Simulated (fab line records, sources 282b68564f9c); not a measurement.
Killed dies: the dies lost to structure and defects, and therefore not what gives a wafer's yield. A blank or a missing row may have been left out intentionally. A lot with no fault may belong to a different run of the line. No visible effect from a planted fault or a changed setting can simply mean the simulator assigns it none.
fab line records	flow rit-cmos
record lots=14	wafers=42	last-day=7
route steps=202 shown M1@196
lots that met no fault: from a run of the same line without faults
start-h: the number of hours between the record's first day and the start of the first shown wafer of the lot	wait-h: hours since the lot's step before	" repeats the value in the row above	L1.1+2: one row covering several wafers at once	- either no value or no given start	* or withheld: withheld	< > ~ a bound
route shown NAME@n: a module of which the file shows steps, and the number in the route of the first	usual: mean/standard deviation taken from wafers without a fault	same: alike in all rows	chamber/n: place in a boat	sites: each site's reading	_std_site: the standard deviation of these	_edge_site: the outer-site mean with the inner-site mean subtracted	radius-mm: for every site, how far away it sits from the centre of the wafer	mask NAME#n: copy n	behind: the tool/chamber that last shaped the wafer	hold: reason for holding the lot/hours on hold/outcome of the hold	device: which transistor (n, p or np) failed to switch	end of line: tests run on the same wafers once the route is complete	where a step has no rows: the recipe by itself	killed: the dies lost at the first sort to structure and to defects; this is not the yield of the wafer	map: a wafer's dies, marking killed ones x, the rest . and places with no die _
set.NAME: setting as actually run; set.NAME@STEP: the setting as run at that earlier step	model.NAME: the simulator's own value behind a step, which no gauge read
one table for each step of the route and one row for each wafer, over a sample of lots
services: a tool's chamber out of use, with start hour (start-h, from the record's first day; less than 0 if before it), hours out, and reason
## steps
# step RIT_M1_METAL_ETCH_12
# recipe stop-on=SiO2	chemistry=Cl2/BCl3	target=Al	time-s=165	over-etch-frac=0.5	pressure-mtorr=100	target-depth-a=6000	rf-w=250	Cl2_flow_sccm=60	bcl3-flow-sccm=50
# usual drypump-motor-current-A=5.9/0.5	oes-product-au=0.754/0.014	throttle-valve-pct=8.33/0.12
lot.wafer	tool	chamber	start-h	wait-h	drypump-motor-current-A	oes-product-au	rf-hours-counter-h	throttle-valve-pct
L825.2	rie-metal-02	0	61.93	0.2	5.4	0.765	4	8.35
L825.3	"	0	"	"	5.4	0.761	-	8.36
L825.6	"	1	"	"	6.4	0.731	-	8.27
L826.1	rie-metal-03	1	66.75	0.2	5.6	0.767	3	8.21
L826.2	"	0	"	"	6.5	0.759	2	8.19
L826.3	"	1	"	"	5.6	0.762	-	8.22
L827.2	rie-metal-04	0	73.97	0.2	5.2	0.776	33	8.47
L827.5	"	1	"	"	6.2	0.776	-	8.49
L827.6	"	0	"	"	5.2	0.768	-	8.44
L828.1	rie-metal-02	1	76.45	0.2	6.4	0.726	4	8.24
L828.2	"	0	"	"	5.4	0.769	4	8.36
L828.5	"	0	"	"	5.4	0.754	-	8.36
L829.3	rie-metal-03	1	79.58	0.2	5.6	0.774	-	8.21
L829.5	"	1	"	"	5.7	0.771	-	8.21
L829.6	"	0	"	"	6.5	0.755	-	8.18
L832.1	rie-metal-03	0	100.00	0.2	6.5	0.760	2	8.20
L832.4	"	0	"	"	6.5	0.743	-	8.17
L832.5	"	0	"	"	6.5	0.764	-	8.21
L833.1	rie-metal-04	1	102.48	0.2	6.2	0.754	36	8.49
L833.3	"	1	"	"	6.2	0.753	-	8.49
L833.4	"	0	"	"	5.2	0.765	-	8.44
L837.2	rie-metal-02	0	123.87	0.2	5.4	0.754	4	8.36
L837.4	"	1	"	"	6.4	0.739	-	8.26
L837.5	"	1	"	"	6.4	0.733	-	8.28
L840.1	rie-metal-02	0	140.05	0.2	5.4	0.759	5	8.36
L840.3	"	0	"	"	5.4	0.756	-	8.35
L840.6	"	1	"	"	6.4	0.732	-	8.25
L841.2	rie-metal-03	0	145.15	0.2	6.5	0.751	3	8.19
L841.3	"	1	"	"	5.6	0.760	-	8.21
L841.4	"	0	"	"	6.5	0.751	-	8.19
L843.1	rie-metal-03	0	154.97	0.2	6.5	0.751	3	8.19
L843.3	"	0	"	"	6.5	0.747	-	8.18
L843.6	"	0	"	"	6.5	0.753	-	8.17
L844.1	rie-metal-04	1	156.78	0.2	6.1	0.737	0	8.51
L844.2	"	0	"	"	5.2	0.730	0	8.44
L844.6	"	0	"	"	5.2	0.727	-	8.44
L846.1	rie-metal-03	0	165.16	0.2	6.5	0.742	3	8.18
L846.4	"	1	"	"	5.7	0.768	-	8.21
L846.5	"	1	"	"	5.7	0.764	-	8.21
L847.1	rie-metal-04	1	169.62	0.2	6.1	0.738	0	8.49
L847.2	"	0	"	"	5.2	0.748	0	8.43
L847.6	"	0	"	"	5.2	0.737	-	8.42
# step RIT_M1_PROBE_99
# usual defect-limited-yield=97.5/1.2	killed_at_M0_to_M3=0.0/0.12	killed-at-contacts=0.1/0.29	killed-at-front-end=7/3	killed-dies=7/3	killed-open=3.2/2	killed-short=3.5/2.1	sort_bin_3_pad_short=0.1/0.23	sort_bin_5_function=1.4/0.78	sort_bin_6_memory=1.0/0.65	sort-n-pass=257/3	sort-yield-pct=97.5/1.2
# same gross-dies=264	killed_at_M4_up=0	killed-at-back-side=0	killed-at-other=0
lot.wafer	tool	chamber	start-h	wait-h	defect-limited-yield[%]	killed_at_M0_to_M3	killed-at-contacts	killed-at-front-end	killed-dies	killed-open	killed-short	sort_bin_3_pad_short[%]	sort_bin_5_function[%]	sort_bin_6_memory[%]	sort-n-pass	sort-yield-pct[%]
L825.2	prober-01	-	64.27	0.1	94.7	0	0	14	14	6	8	0.4	3.4	1.5	250	94.7
L825.3	prober-01	-	64.32	0.2	96.2	0	0	10	10	4	6	0	1.9	1.9	254	96.2
L825.6	prober-01	-	64.47	0.2	96.2	0	1	9	10	6	4	0	2.3	1.5	254	96.2
L826.1	prober-02	-	70.05	0.1	96.2	0	0	10	10	4	6	0.4	1.9	1.5	254	96.2
L826.2	prober-02	-	70.10	0.1	95.5	0	0	12	12	5	7	0.4	2.7	1.5	252	95.5
L826.3	prober-02	-	70.15	0.2	95.1	0	1	12	13	2	11	1.1	0.8	3.0	251	95.1
L827.2	prober-01	-	76.54	0.1	97.0	0	0	8	8	7	1	0	1.5	1.5	256	97.0
L827.5	prober-01	-	76.69	0.2	98.5	0	0	4	4	3	1	0	0.8	0.8	260	98.5
L827.6	prober-01	-	76.74	0.2	98.1	0	0	5	5	2	3	0	1.1	0.8	259	98.1
L828.1	prober-02	-	79.31	0.1	99.2	0	0	2	2	2	0	0	0.8	0	262	99.2
L828.2	prober-02	-	79.36	0.1	98.1	0	0	5	5	2	3	0.4	1.1	0.4	259	98.1
L828.5	prober-02	-	79.51	0.2	95.1	0	0	13	13	7	6	0.4	1.9	2.7	251	95.1
L829.3	prober-01	-	82.45	0.2	97.3	0	0	7	7	3	4	0	0.8	1.9	257	97.3
L829.5	prober-01	-	82.55	0.2	96.2	0	0	10	10	5	5	0	2.3	1.5	254	96.2
L829.6	prober-01	-	82.60	0.2	98.5	0	0	4	4	4	0	0	0.8	0.8	260	98.5
L832.1	prober-02	-	102.25	0.1	98.5	0	0	4	4	1	3	0	1.1	0.4	260	98.5
L832.4	prober-02	-	102.40	0.2	98.9	0	0	3	3	2	1	0	0.8	0.4	261	98.9
L832.5	prober-02	-	102.45	0.2	97.7	0	0	6	6	1	5	0	1.1	1.1	258	97.7
L833.1	prober-01	-	104.99	0.1	99.2	0	0	2	2	1	1	0	0.4	0.4	262	99.2
L833.3	prober-01	-	105.09	0.2	97.7	0	0	6	6	3	3	0	1.5	0.8	258	97.7
L833.4	prober-01	-	105.14	0.2	97.0	0	0	8	8	5	2	0	1.9	1.1	256	97.0
L837.2	prober-01	-	126.18	0.1	87.1	27	0	7	34	2	5	1.5	8.3	3.0	230	87.1
L837.4	prober-01	-	126.28	0.2	98.5	0	0	4	4	2	2	0	0.4	1.1	260	98.5
L837.5	prober-01	-	126.33	0.2	96.2	0	0	10	10	6	4	0	1.5	2.3	254	96.2
L840.1	prober-02	-	143.71	0.1	84.8	30	0	10	40	6	4	3.0	8.7	3.4	224	84.8
L840.3	prober-02	-	143.81	0.2	85.6	30	0	8	38	3	5	3.8	8.3	2.3	226	85.6
L840.6	prober-02	-	143.96	0.2	97.0	0	0	8	8	6	2	0.4	2.3	0.4	256	97.0
L841.2	prober-01	-	147.45	0.1	98.5	0	0	4	4	3	1	0	0.8	0.8	260	98.5
L841.3	prober-01	-	147.50	0.2	97.3	0	0	7	7	5	2	0	1.5	1.1	257	97.3
L841.4	prober-01	-	147.55	0.2	95.5	0	0	12	12	7	5	0.4	3.4	0.8	252	95.5
L843.1	prober-01	-	158.67	0.1	98.9	0	0	3	3	2	1	0	0.4	0.8	261	98.9
L843.3	prober-01	-	158.77	0.2	95.8	0	0	11	11	3	8	0.4	2.3	1.5	253	95.8
L843.6	prober-01	-	158.92	0.2	97.7	0	0	6	6	2	4	0	1.1	1.1	258	97.7
L844.1	prober-02	-	161.49	0.1	97.3	0	0	7	7	3	4	0	2.3	0.4	257	97.3
L844.2	prober-02	-	161.54	0.1	97.3	0	0	7	7	4	3	0.4	0.8	1.5	257	97.3
L844.6	prober-02	-	161.74	0.2	98.1	0	1	4	5	0	5	0.8	0.8	0.4	259	98.1
L846.1	prober-02	-	167.41	0.1	98.9	0	0	3	3	3	0	0	0.8	0.4	261	98.9
L846.4	prober-02	-	167.56	0.2	99.2	0	0	2	2	2	0	0	0.8	0	262	99.2
L846.5	prober-02	-	167.61	0.2	99.2	0	0	2	2	2	0	0	0.8	0	262	99.2
L847.1	prober-01	-	173.31	0.1	97.3	0	0	7	7	4	3	0	1.5	1.1	257	97.3
L847.2	prober-01	-	173.36	0.1	97.7	0	1	5	6	5	1	0	0.8	1.5	258	97.7
L847.6	prober-01	-	173.56	0.2	97.3	0	0	7	7	3	4	0	1.5	1.1	257	97.3
# killed by level:class
L825.2 REOX:geometric-particle:short=3 GATE:geometric-particle:open=2 GATE:geometric-particle:short=2 SPACER:geometric-particle:open=2 SPACER:geometric-particle:short=2 SILICIDE:geometric-particle:open=2 FOX1:geometric-particle:short=1
L825.3 GATE:geometric-particle:short=3 FOX1:geometric-particle:short=1 FOX2:geometric-particle:open=1 FOX2:geometric-particle:short=1 GATE:geometric-particle:open=1 REOX:geometric-particle:open=1 SILICIDE:geometric-particle:short=1 SILICIDE:geometric-particle:open=1
L825.6 SPACER:geometric-particle:short=2 SILICIDE:geometric-particle:open=2 GATE:geometric-particle:short=1 GATE:geometric-particle:open=1 REOX:geometric-particle:open=1 REOX:geometric-particle:short=1 SPACER:geometric-particle:open=1 CONTACT:geometric-particle:open=1
L826.1 GATE:geometric-particle:short=2 FOX1:geometric-particle:open=1 FOX1:geometric-particle:short=1 FOX2:geometric-particle:open=1 REOX:geometric-particle:open=1 REOX:geometric-particle:short=1 SPACER:geometric-particle:short=1 SILICIDE:geometric-particle:open=1
L826.2 FOX1:geometric-particle:open=4 REOX:geometric-particle:short=3 GATE:geometric-particle:short=2 FOX1:geometric-particle:short=1 REOX:geometric-particle:open=1 SPACER:geometric-particle:short=1
L826.3 FOX1:geometric-particle:short=3 GATE:geometric-particle:short=3 REOX:geometric-particle:short=2 SILICIDE:geometric-particle:short=2 FOX1:geometric-particle:open=1 GATE:geometric-particle:open=1 CONTACT:geometric-particle:short=1
L827.2 REOX:geometric-particle:open=3 FOX2:geometric-particle:open=1 GATE:geometric-particle:open=1 SPACER:geometric-particle:open=1 SILICIDE:geometric-particle:short=1 SILICIDE:geometric-particle:open=1
L827.5 FOX2:geometric-particle:short=1 REOX:geometric-particle:open=1 SPACER:geometric-particle:open=1 SILICIDE:geometric-particle:open=1
L827.6 FOX1:geometric-particle:open=1 FOX1:geometric-particle:short=1 GATE:geometric-particle:short=1 REOX:geometric-particle:open=1 SPACER:geometric-particle:short=1
L828.1 REOX:geometric-particle:open=1 SILICIDE:geometric-particle:open=1
L828.2 GATE:geometric-particle:short=1 REOX:geometric-particle:open=1 SPACER:geometric-particle:open=1 SPACER:geometric-particle:short=1 SILICIDE:geometric-particle:short=1
L828.5 GATE:geometric-particle:short=5 SILICIDE:geometric-particle:open=2 FOX1:geometric-particle:open=1 FOX2:geometric-particle:open=1 GATE:geometric-particle:open=1 REOX:geometric-particle:short=1 REOX:geometric-particle:open=1 SPACER:geometric-particle:open=1
L829.3 FOX1:geometric-particle:short=3 FOX1:geometric-particle:open=1 GATE:geometric-particle:open=1 REOX:geometric-particle:open=1 REOX:geometric-particle:short=1
L829.5 GATE:geometric-particle:short=2 SILICIDE:geometric-particle:open=2 FOX1:geometric-particle:open=1 FOX1:geometric-particle:short=1 GATE:geometric-particle:open=1 REOX:geometric-particle:short=1 SPACER:geometric-particle:short=1 SPACER:geometric-particle:open=1
L829.6 SILICIDE:geometric-particle:open=2 GATE:geometric-particle:open=1 REOX:geometric-particle:open=1
L832.1 FOX1:geometric-particle:short=1 GATE:geometric-particle:short=1 GATE:geometric-particle:open=1 REOX:geometric-particle:short=1
L832.4 FOX1:geometric-particle:open=1 GATE:geometric-particle:open=1 GATE:geometric-particle:short=1
L832.5 GATE:geometric-particle:short=3 GATE:geometric-particle:open=1 REOX:geometric-particle:short=1 SPACER:geometric-particle:short=1
L833.1 FOX1:geometric-particle:short=1 REOX:geometric-particle:open=1
L833.3 GATE:geometric-particle:short=2 SPACER:geometric-particle:open=2 REOX:geometric-particle:short=1 SILICIDE:geometric-particle:open=1
L833.4 GATE:geometric-particle:open=3 SPACER:geometric-particle:open=2 GATE:geometric-particle:short=1 SPACER:geometric-particle:short=1 GATE:coat-microbubble-printed=1
L837.2 M1:unspecified=27 GATE:geometric-particle:short=3 FOX2:geometric-particle:open=1 REOX:geometric-particle:short=1 SILICIDE:geometric-particle:short=1 SILICIDE:geometric-particle:open=1
L837.4 SPACER:geometric-particle:short=2 FOX1:geometric-particle:open=1 REOX:geometric-particle:open=1
L837.5 GATE:geometric-particle:short=3 GATE:geometric-particle:open=2 ACTIVE:geometric-particle:open=1 FOX2:geometric-particle:open=1 REOX:geometric-particle:open=1 SILICIDE:geometric-particle:short=1 SILICIDE:geometric-particle:open=1
L840.1 M1:unspecified=30 GATE:geometric-particle:open=3 GATE:geometric-particle:short=2 FOX1:geometric-particle:short=1 FOX1:geometric-particle:open=1 SPACER:geometric-particle:short=1 SPACER:geometric-particle:open=1 SILICIDE:geometric-particle:open=1
L840.3 M1:unspecified=30 GATE:geometric-particle:short=3 REOX:geometric-particle:open=2 FOX2:geometric-particle:open=1 FOX2:geometric-particle:short=1 REOX:geometric-particle:short=1
L840.6 FOX1:geometric-particle:open=2 GATE:geometric-particle:open=2 GATE:geometric-particle:short=2 REOX:geometric-particle:open=1 SILICIDE:geometric-particle:open=1
L841.2 FOX1:geometric-particle:short=1 FOX1:geometric-particle:open=1 SPACER:geometric-particle:open=1 SILICIDE:geometric-particle:open=1
L841.3 GATE:geometric-particle:open=3 FOX1:geometric-particle:open=1 FOX2:geometric-particle:short=1 SPACER:geometric-particle:short=1 SPACER:geometric-particle:open=1
L841.4 GATE:geometric-particle:open=3 FOX1:geometric-particle:short=2 FOX1:geometric-particle:open=2 GATE:geometric-particle:short=2 FOX2:geometric-particle:open=1 REOX:geometric-particle:short=1 REOX:geometric-particle:open=1
L843.1 SPACER:geometric-particle:open=1 SILICIDE:geometric-particle:open=1 SILICIDE:geometric-particle:short=1
L843.3 FOX1:geometric-particle:short=3 GATE:geometric-particle:short=3 GATE:geometric-particle:open=2 FOX2:geometric-particle:short=1 SPACER:geometric-particle:short=1 SILICIDE:geometric-particle:open=1
L843.6 GATE:geometric-particle:short=2 FOX1:geometric-particle:open=1 FOX1:geometric-particle:short=1 GATE:geometric-particle:open=1 REOX:geometric-particle:short=1
L844.1 SILICIDE:geometric-particle:short=2 GATE:geometric-particle:open=1 REOX:geometric-particle:open=1 REOX:geometric-particle:short=1 SPACER:geometric-particle:short=1 SILICIDE:geometric-particle:open=1
L844.2 GATE:geometric-particle:short=2 REOX:geometric-particle:open=2 GATE:geometric-particle:open=1 SPACER:geometric-particle:open=1 SPACER:geometric-particle:short=1
L844.6 GATE:geometric-particle:short=2 REOX:geometric-particle:short=2 CONTACT:geometric-particle:short=1
L846.1 GATE:geometric-particle:open=3
L846.4 GATE:geometric-particle:open=1 REOX:geometric-particle:open=1
L846.5 FOX1:geometric-particle:open=1 GATE:geometric-particle:open=1
L847.1 GATE:geometric-particle:open=3 FOX1:geometric-particle:short=1 GATE:geometric-particle:short=1 SPACER:geometric-particle:open=1 SILICIDE:geometric-particle:short=1
L847.2 SPACER:geometric-particle:open=2 GATE:geometric-particle:open=1 GATE:geometric-particle:short=1 SILICIDE:geometric-particle:open=1 CONTACT:geometric-particle:open=1
L847.6 SPACER:geometric-particle:short=2 FOX1:geometric-particle:short=1 GATE:geometric-particle:open=1 REOX:geometric-particle:open=1 SILICIDE:geometric-particle:short=1 SILICIDE:geometric-particle:open=1
## services
tool	chamber	start-h	hours	kind
rie-metal-03	1	53.30	5.9	repair
rie-metal-02	0	81.89	5.8	repair
rie-metal-04	-	96.07	0.3	repair
rie-metal-04	-	136.12	20.0	pm
rie-metal-04	0	136.12	20.0	vent-cycle
rie-metal-04	1	136.12	20.0	vent-cycle
rie-metal-04	0	156.12	-	clean
rie-metal-04	1	156.12	-	clean
## key
first-sign step=RIT_M1_PROBE_99	reading=killed_at_M0_to_M3	direction=up	sigmas=29	usual=0.0	struck=29
effect step=RIT_M1_PROBE_99	reading=defect-limited-yield	direction=down	sigmas=10	usual=97.5	struck=85.9
met-at RIT_M1_METAL_ETCH_12
struck-lots L837,L840
struck-wafers L837.2,L840.1,L840.3
onset-between 76.45 123.87
fault kind=chamber-particle-source	tool=rie-metal-02	chamber=0	onset-h=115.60	steps=RIT_M1_METAL_ETCH_12	rate-per-visit-cm2=0.69239	end-h=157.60
